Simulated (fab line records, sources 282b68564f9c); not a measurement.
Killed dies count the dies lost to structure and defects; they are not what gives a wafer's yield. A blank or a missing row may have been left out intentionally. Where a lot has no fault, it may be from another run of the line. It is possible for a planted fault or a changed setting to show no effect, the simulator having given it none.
fab line records	flow rit_cmos
record lots=6	wafers=18	last_day=6
route steps=202 shown PWELL@49 WELLDRIVE@50 NWELL@51 NRETRO@53 PRETRO@64 M1@202
lots untouched by any fault: they come from a run of this same line in which no faults occurred
start_h: hours from the record's opening day to when the first of the lot's shown wafers began	wait_h: hours elapsed since this lot's preceding step	" repeats the value in the row above	L1.1+2: a row that stands for several wafers	- no value present, or no start provided	* or withheld: withheld	< > ~ a bound
route shown NAME@n: names a module that has steps shown in the file, with the first one's number in the route	usual: mean and standard deviation over wafers with no fault	same: alike in all rows	chamber/n: place in a boat	sites: per-site readings	_std_site: the values' standard deviation	_edge_site: outer sites' mean less inner sites'	radius_mm: how far each site lies from the wafer's centre	mask NAME#n: copy n	behind: the last tool/chamber to shape the wafer	hold: why the lot was held/for how many hours/how that ended	device: which transistor (n, p or np) failed to switch	end of line: tests run on the same wafers once the route is complete	a step with no rows: only its recipe	killed: not the wafer's yield, but the dies lost to structure and defects at the first sort	map: dies across one wafer; x = killed, . = not, _ = none there
set.NAME: the run value of the setting; set.NAME@STEP: its run value at that earlier step	model.NAME: the simulator's own value behind a step, which no gauge read
lots seen at some steps along the route; tables by step, rows by wafer
services: the hour from which a tool's chamber was out of use, counted from the record's first day as start_h (under 0 if before that day), plus the number of hours and why
## steps
# step RIT_PWELL_TW_MEAS_10
# usual PWELL_TW=948/8.2
lot.wafer	tool	chamber	start_h	wait_h	PWELL_TW
L607.1	film_metro-01	-	38.77	0.1	953
L607.3	"	-	"	"	948
L607.6	"	-	"	"	947
L609.1	film_metro-01	-	49.65	0.1	951
L609.4	"	-	"	"	945
L609.6	"	-	"	"	947
L613.1	film_metro-04	-	72.36	0.1	966
L613.3	"	-	"	"	964
L613.4	"	-	"	"	958
L614.2	film_metro-03	-	75.59	0.1	938
L614.4	"	-	"	"	935
L614.6	"	-	"	"	938
L622.2	film_metro-01	-	114.45	0.1	954
L622.3	"	-	"	"	950
L622.6	"	-	"	"	949
L623.1	film_metro-01	-	118.28	0.1	953
L623.3	"	-	"	"	947
L623.6	"	-	"	"	953
# step RIT_WELLDRIVE_ANNEAL_00
# recipe temp_c=1100	time_s=14700	ambient=N2
# step RIT_WELLDRIVE_RS_MEAS_01
# recipe thk_meas_gauge=four-point-probe
# usual NWELL_RS=275.3/0.75
lot.wafer	tool	chamber	start_h	wait_h	NWELL_RS[ohm/sq]
L607.1	film_metro-01	-	44.17	0.0	275.2
L607.3	"	-	"	"	275.7
L607.6	"	-	"	"	275.2
L609.1	film_metro-03	-	54.79	0.0	274.7
L609.4	"	-	"	"	274.9
L609.6	"	-	"	"	275.0
L613.1	film_metro-04	-	77.76	0.0	276.1
L613.3	"	-	"	"	275.9
L613.4	"	-	"	"	276.2
L614.2	film_metro-04	-	81.62	0.0	274.7
L614.4	"	-	"	"	275.3
L614.6	"	-	"	"	275.8
L622.2	film_metro-01	-	119.88	0.0	274.8
L622.3	"	-	"	"	275.5
L622.6	"	-	"	"	275.0
L623.1	film_metro-03	-	123.78	0.0	275.1
L623.3	"	-	"	"	275.1
L623.6	"	-	"	"	275.5
# step RIT_WELLDRIVE_RS_MEAS_02
# recipe thk_meas_gauge=four-point-probe
# usual PWELL_RS=429.1/1.3
lot.wafer	tool	chamber	start_h	wait_h	PWELL_RS[ohm/sq]
L607.1	film_metro-01	-	44.29	0.1	427.3
L607.3	"	-	"	"	429.5
L607.6	"	-	"	"	427.9
L609.1	film_metro-03	-	54.91	0.1	428.3
L609.4	"	-	"	"	428.2
L609.6	"	-	"	"	427.8
L613.1	film_metro-04	-	77.88	0.1	427.1
L613.3	"	-	"	"	427.4
L613.4	"	-	"	"	427.2
L614.2	film_metro-04	-	81.74	0.1	429.6
L614.4	"	-	"	"	429.9
L614.6	"	-	"	"	428.6
L622.2	film_metro-01	-	120.00	0.1	430.6
L622.3	"	-	"	"	430.7
L622.6	"	-	"	"	430.9
L623.1	film_metro-03	-	123.90	0.1	429.0
L623.3	"	-	"	"	428.4
L623.6	"	-	"	"	428.8
# step RIT_NRETRO_HMDS_00
# recipe prime_time_s=60	prime_temp_c=140
# step RIT_NRETRO_COAT_01
# recipe resist=NOVOLAK	spin_rpm=2000	resist_thk_nm=1300
# step RIT_NRETRO_SOFTBAKE_02
# recipe resist=NOVOLAK	temp_c=90	time_s=60
# step RIT_NRETRO_EXPOSE_03
# recipe mask_id=M4	na=0.57	target_cd_nm=43900	dose_mj=250
# step RIT_NRETRO_PEB_04
# recipe resist=NOVOLAK	temp_c=withheld	time_s=withheld
# step RIT_NRETRO_DEVELOP_05
# recipe resist=NOVOLAK	develop_time_s=68	dev_temp_c=23
# step RIT_NRETRO_OVL_MEAS_06
# usual NRETRO_OVL=0.2/1.2
lot.wafer	tool	chamber	start_h	wait_h	NRETRO_OVL[nm]
L607.1	overlay-02	-	45.41	-	-0.5
L607.3	"	-	"	"	1.4
L607.6	"	-	"	"	0.6
L609.1	overlay-01	-	56.04	-	-0.4
L609.4	"	-	"	"	-0.8
L609.6	"	-	"	"	-0.8
L613.1	overlay-02	-	78.88	-	-0.5
L613.3	"	-	"	"	0.8
L613.4	"	-	"	"	-1.8
L614.2	overlay-01	-	82.73	-	-0.1
L614.4	"	-	"	"	0.5
L614.6	"	-	"	"	0.6
L622.2	overlay-01	-	120.98	-	1.5
L622.3	"	-	"	"	0.9
L622.6	"	-	"	"	1.0
L623.1	overlay-01	-	125.07	-	-2.2
L623.3	"	-	"	"	-2.2
L623.6	"	-	"	"	-1.5
# step RIT_NRETRO_HARDBAKE_07
# recipe resist=NOVOLAK	temp_c=140	time_s=120
# step RIT_NRETRO_IMPLANT_08
# recipe species=P	energy_kev=70	dose_cm2=1e+13	tilt_deg=7
# usual beam_energy_keV=69.999/0.02	dose_ions_cm2=1.0001e+13/1.1e+10	faraday_current_uA=31.7/0.63
lot.wafer	tool	chamber	start_h	wait_h	beam_energy_keV	dose_ions_cm2	faraday_current_uA
L607.1	implanter-03	0	45.70	0.2	70.024	1.0009e+13	30.1
L607.3	"	0	"	"	70.038	9.976e+12	32.5
L607.6	"	0	"	"	70.000	9.986e+12	31.4
L609.1	implanter-03	0	56.32	0.2	69.974	1.0013e+13	31.6
L609.4	"	0	"	"	70.007	9.982e+12	31.5
L609.6	"	0	"	"	69.985	1.0003e+13	31.5
L613.1	implanter-01	0	79.17	0.2	70.033	9.976e+12	32.1
L613.3	"	0	"	"	70.011	9.983e+12	31.3
L613.4	"	0	"	"	70.026	9.989e+12	30.9
L614.2	implanter-03	0	83.04	0.2	69.970	1.0012e+13	32.5
L614.4	"	0	"	"	70.011	1.0005e+13	32.0
L614.6	"	0	"	"	69.998	1.0009e+13	31.7
L622.2	implanter-03	0	121.29	0.2	70.020	8.309e+12	26.6
L622.3	"	0	"	"	69.980	8.326e+12	26.3
L622.6	"	0	"	"	69.988	8.294e+12	25.7
L623.1	implanter-03	0	125.41	0.2	70.002	8.318e+12	26.2
L623.3	"	0	"	"	70.013	8.31e+12	26.3
L623.6	"	0	"	"	70.026	8.299e+12	26.1
# step RIT_NRETRO_STRIP_09
# recipe chemistry=O2	time_s=180	resist=NOVOLAK	platen_temp_c=withheld	power_w=500	pressure_mtorr=4000	o2_flow_sccm=4000
# usual drypump_motor_current_A=5.7/0.49
lot.wafer	tool	chamber	start_h	wait_h	drypump_motor_current_A	rf_hours_counter_h
L607.1	plasma_asher-04	0	45.85	0.1	5.8	40
L607.3	"	1	"	"	6.2	-
L607.6	"	0	"	"	5.8	-
L609.1	plasma_asher-04	1	56.47	0.1	6.2	41
L609.4	"	0	"	"	5.8	-
L609.6	"	0	"	"	5.8	-
L613.1	plasma_asher-03	0	79.32	0.1	5.5	41
L613.3	"	1	"	"	5.2	-
L613.4	"	0	"	"	5.6	-
L614.2	plasma_asher-03	1	83.16	0.1	5.2	41
L614.4	"	1	"	"	5.2	-
L614.6	"	1	"	"	5.2	-
L622.2	plasma_asher-03	0	121.41	0.1	5.5	47
L622.3	"	0	"	"	5.5	-
L622.6	"	1	"	"	5.2	-
L623.1	plasma_asher-03	1	125.56	0.1	5.2	47
L623.3	"	1	"	"	5.2	-
L623.6	"	1	"	"	5.2	-
# step RIT_NRETRO_TW_MEAS_10
# usual NRETRO_TW=1045/9.7
lot.wafer	tool	chamber	start_h	wait_h	NRETRO_TW
L607.1	film_metro-02	-	46.02	0.1	1046
L607.3	"	-	"	"	1045
L607.6	"	-	"	"	1050
L609.1	film_metro-04	-	56.65	0.1	1048
L609.4	"	-	"	"	1048
L609.6	"	-	"	"	1049
L613.1	film_metro-03	-	79.49	0.1	1042
L613.3	"	-	"	"	1039
L613.4	"	-	"	"	1035
L614.2	film_metro-04	-	83.35	0.1	1062
L614.4	"	-	"	"	1055
L614.6	"	-	"	"	1065
L622.2	film_metro-04	-	121.60	0.1	980
L622.3	"	-	"	"	985
L622.6	"	-	"	"	988
L623.1	film_metro-03	-	125.73	0.1	973
L623.3	"	-	"	"	970
L623.6	"	-	"	"	969
# step RIT_PRETRO_HMDS_00
# recipe prime_time_s=60	prime_temp_c=140
# step RIT_M1_PROBE_99
# usual killed_at_contacts=0.1/0.3	killed_at_front_end=6.9/2.9	killed_dies=7.0/2.9	killed_open=3.3/2	killed_short=3.7/2
# same gross_dies=264	killed_at_M0_to_M3=0	killed_at_M4_up=0	killed_at_back_side=0	killed_at_other=0
lot.wafer	tool	chamber	start_h	wait_h	killed_at_contacts	killed_at_front_end	killed_dies	killed_open	killed_short	model.etest.pmos_0p3.r_on_ohm_um	model.etest.pmos_turned.drive_ua_um	model.etest.pmos_narrow.drive_ua_um	model.etest.pmos_0p3.drive_ua_um	model.etest.well_edge_left.line_ohm_um	model.etest.well_edge_right.line_ohm_um	model.etest.pmos_0p15.off_log10_a_um	model.etest.retro_edge_pmos.off_log10_a_um
L607.1	prober-02	-	72.64	0.1	0	6	6	4	2	6251	201.4	98.23	99.89	182.2	187.7	-9.81	-9.678
L607.3	prober-02	-	72.74	0.2	0	7	7	7	0	6092	206	101.2	104.1	182.9	183	-9.763	-9.719
L607.6	prober-02	-	72.89	0.2	0	12	12	7	5	6182	205.3	99.49	102.3	182.4	185.7	-10.07	-9.846
L609.1	prober-02	-	86.31	0.1	0	7	7	3	4	6159	194.3	102.8	102.6	182.3	183.9	-10.22	-10.18
L609.4	prober-02	-	86.46	0.2	0	7	7	6	1	6228	190.9	101.8	101.8	182.9	186.9	-10.38	-10.15
L609.6	prober-02	-	86.56	0.2	0	4	4	1	3	6241	196.4	102	101.5	182.8	186.2	-10.15	-9.921
L613.1	prober-02	-	109.37	0.1	0	5	5	2	3	6086	196.2	107	104.2	182.9	185.6	-10.4	-10.26
L613.3	prober-02	-	109.47	0.2	0	4	4	3	1	6278	191.1	103.4	100.8	183.2	183.8	-10.55	-10.46
L613.4	prober-02	-	109.52	0.2	0	12	12	5	7	6307	189.7	103.6	101.3	183.4	184.1	-10.37	-10.32
L614.2	prober-02	-	114.57	0.1	0	15	15	7	8	6587	180.5	97.07	95.45	182.6	182.4	-10.5	-10.32
L614.4	prober-02	-	114.67	0.2	0	13	13	5	8	6581	185.7	95.47	94.82	183.5	181.2	-10.5	-10.48
L614.6	prober-02	-	114.77	0.2	0	9	9	4	5	6525	188.7	97.1	95.73	178.9	184.6	-10.52	-10.37
L622.2	prober-02	-	149.38	0.1	0	7	7	2	5	5982	206	110.4	110.9	185.5	184.7	-9.807	-9.707
L622.3	prober-02	-	149.43	0.2	0	6	6	1	5	6156	197.4	106.8	106.5	186.7	185.4	-9.948	-9.843
L622.6	prober-02	-	149.58	0.2	0	7	7	4	3	6088	192.7	108.8	107.6	186	186.4	-10.19	-9.992
L623.1	prober-01	-	154.54	0.1	1	6	7	3	4	6129	195.7	106.5	107.1	185.9	183.6	-10.29	-10.21
L623.3	prober-01	-	154.64	0.2	0	7	7	3	4	6073	196.2	106.4	107.5	186.4	183.4	-10.22	-10.03
L623.6	prober-01	-	154.79	0.2	1	4	5	2	3	6186	194.2	105.2	105.6	184.6	184.8	-10.13	-10.05
# killed by level:class
L607.1 FOX1:geometric_particle:short=2 GATE:geometric_particle:open=2 FOX1:geometric_particle:open=1 SPACER:geometric_particle:open=1
L607.3 GATE:geometric_particle:open=4 FOX2:geometric_particle:open=2 SILICIDE:geometric_particle:open=1
L607.6 REOX:geometric_particle:open=3 GATE:geometric_particle:short=2 SPACER:geometric_particle:open=2 FOX1:geometric_particle:open=1 FOX2:geometric_particle:short=1 SPACER:geometric_particle:short=1 SILICIDE:geometric_particle:open=1 SILICIDE:geometric_particle:short=1
L609.1 GATE:geometric_particle:short=3 SPACER:geometric_particle:open=2 FOX1:geometric_particle:open=1 SILICIDE:geometric_particle:short=1
L609.4 GATE:geometric_particle:open=4 FOX1:geometric_particle:open=1 GATE:geometric_particle:short=1 REOX:geometric_particle:open=1
L609.6 FOX2:geometric_particle:short=1 GATE:geometric_particle:short=1 REOX:geometric_particle:short=1 SPACER:geometric_particle:open=1
L613.1 GATE:geometric_particle:short=2 FOX2:geometric_particle:short=1 GATE:geometric_particle:open=1 REOX:geometric_particle:open=1
L613.3 SILICIDE:geometric_particle:open=2 GATE:geometric_particle:open=1 REOX:geometric_particle:short=1
L613.4 SILICIDE:geometric_particle:short=4 GATE:geometric_particle:open=2 GATE:geometric_particle:short=2 FOX1:geometric_particle:open=1 FOX2:geometric_particle:short=1 REOX:geometric_particle:open=1 SILICIDE:geometric_particle:open=1
L614.2 GATE:geometric_particle:open=4 SPACER:geometric_particle:short=3 FOX1:geometric_particle:short=2 SPACER:geometric_particle:open=2 GATE:geometric_particle:short=1 SILICIDE:geometric_particle:short=1 STARTING-WAFER:geometric_particle:open=1 STARTING-WAFER:geometric_particle:short=1
L614.4 GATE:geometric_particle:short=4 GATE:geometric_particle:open=3 SPACER:geometric_particle:short=2 FOX1:geometric_particle:open=1 FOX2:geometric_particle:open=1 REOX:geometric_particle:short=1 SILICIDE:geometric_particle:short=1
L614.6 FOX1:geometric_particle:short=3 SPACER:geometric_particle:open=2 FOX1:geometric_particle:open=1 GATE:geometric_particle:short=1 GATE:geometric_particle:open=1 SPACER:geometric_particle:short=1
L622.2 SILICIDE:geometric_particle:short=3 SPACER:geometric_particle:short=2 SPACER:geometric_particle:open=1 SILICIDE:geometric_particle:open=1
L622.3 SILICIDE:geometric_particle:short=3 FOX1:geometric_particle:short=1 FOX1:geometric_particle:open=1 FOX2:geometric_particle:short=1
L622.6 ACTIVE:geometric_particle:short=1 FOX1:geometric_particle:open=1 FOX1:geometric_particle:short=1 FOX2:geometric_particle:open=1 GATE:geometric_particle:short=1 GATE:geometric_particle:open=1 SPACER:geometric_particle:open=1
L623.1 GATE:geometric_particle:short=2 SPACER:geometric_particle:open=2 FOX1:geometric_particle:short=1 GATE:geometric_particle:open=1 CONTACT:geometric_particle:short=1
L623.3 GATE:geometric_particle:short=3 FOX1:geometric_particle:short=1 GATE:geometric_particle:open=1 SPACER:geometric_particle:open=1 SILICIDE:geometric_particle:open=1
L623.6 GATE:geometric_particle:open=2 GATE:geometric_particle:short=2 CONTACT:geometric_particle:short=1
## services
tool	chamber	start_h	hours	kind
implanter-01	-	29.58	1.9	repair
plasma_asher-03	-	31.62	2.8	pm
plasma_asher-04	-	43.96	1.8	repair
plasma_asher-04	-	100.62	2.8	pm
plasma_asher-04	-	108.75	9.0	pm
plasma_asher-04	0	108.75	9.0	vent_cycle
plasma_asher-04	1	108.75	9.0	vent_cycle
plasma_asher-04	0	117.75	-	clean
plasma_asher-04	1	117.75	-	clean
## key
first_sign step=RIT_NRETRO_IMPLANT_08	reading=dose_ions_cm2	direction=down	sigmas=99+	usual=1.0001e+13	struck=8.309e+12
effect step=RIT_NRETRO_IMPLANT_08	reading=faraday_current_uA	direction=down	sigmas=8.7	usual=31.7	struck=26.2
effect step=RIT_NRETRO_TW_MEAS_10	reading=NRETRO_TW	direction=down	sigmas=7	usual=1045	struck=978
model_effect step=RIT_M1_PROBE_99	value=etest.pmos_0p3.r_on_ohm_um	without=6288	struck=6103
met_at RIT_NRETRO_IMPLANT_08
struck_wafers L622.2,L622.3,L622.6,L623.1,L623.3,L623.6
tester_left_out L622,L623
onset_between 83.04 121.29
fault kind=process_parameter_drift	tool=implanter-03	chamber=-	onset_h=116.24	steps=RIT_NRETRO_IMPLANT_08	channel=dose_cm2	offset=-1.7e+12	shape=step	end_h=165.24	acts_in=these_recipes_only	stated=1e+13
# tester_left_out: of these lots the tester's yield and bins aren't shown, on N5 and GAA mostly nor the transistor test; their killed dies are dies lost to structure and defects alone, not to doping, threshold or leakage, so they don't give the yield
